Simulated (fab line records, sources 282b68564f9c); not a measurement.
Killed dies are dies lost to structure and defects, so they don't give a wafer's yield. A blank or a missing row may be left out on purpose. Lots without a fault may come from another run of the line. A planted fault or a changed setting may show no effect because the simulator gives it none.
Chamber matching | flow rit_cmos | RIT_CONTACT_ETCH_11 on rie_diel-04: 4 sister chambers
The step etches SiO2 in CHF3/CF4/Ar, stops on TiSi2, target depth 480 nm, time 320 s. 4 wafers are shown with their chamber, then 8 later ones without.

WAFERS WITH THEIR CHAMBER
wafer  | chamber | throttle_valve_pct (%)
L772.1 | 2       | 9.01
L779.2 | 1       | 8.87
L779.5 | 3       | 9.02
L780.2 | 0       | 8.64

WAFERS WITHOUT THEIR CHAMBER
wafer  | throttle_valve_pct (%)
L780.5 | 9.03
L780.6 | 9.00
L781.2 | 9.03
L781.3 | 9.02
L781.5 | 9.02
L786.1 | 8.87
L786.3 | 9.05
L786.4 | 9.02

WHICH CHAMBER EACH WENT THROUGH
wafer  | from the rows above     | in truth
L780.5 | can't be placed: 3 or 2 | 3
L780.6 | can't be placed: 2 or 3 | 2
L781.2 | can't be placed: 3 or 2 | 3
L781.3 | can't be placed: 3 or 2 | 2
L781.5 | can't be placed: 3 or 2 | 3
L786.1 | 1                       | 1
L786.3 | can't be placed: 3 or 2 | 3
L786.4 | can't be placed: 3 or 2 | 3
Placed correctly: 1 of 8. Can't be placed from these rows: 7 (the true chamber is among the candidates in 7). Placed wrongly: 0.
How it was worked out, from the rows above alone: a wafer's distance from a chamber is the root of the sum, over the readings, of the square of ((its reading less the chamber's mean) divided by the reading's scatter). The wafer belongs to the nearest chamber; if the next one is less than 2 further off, it can't be placed. A chamber's mean is the mean of its shown wafers. The scatter: with one shown wafer a chamber, the root of the mean of the squares of how far each hidden wafer lies from its nearest shown one.
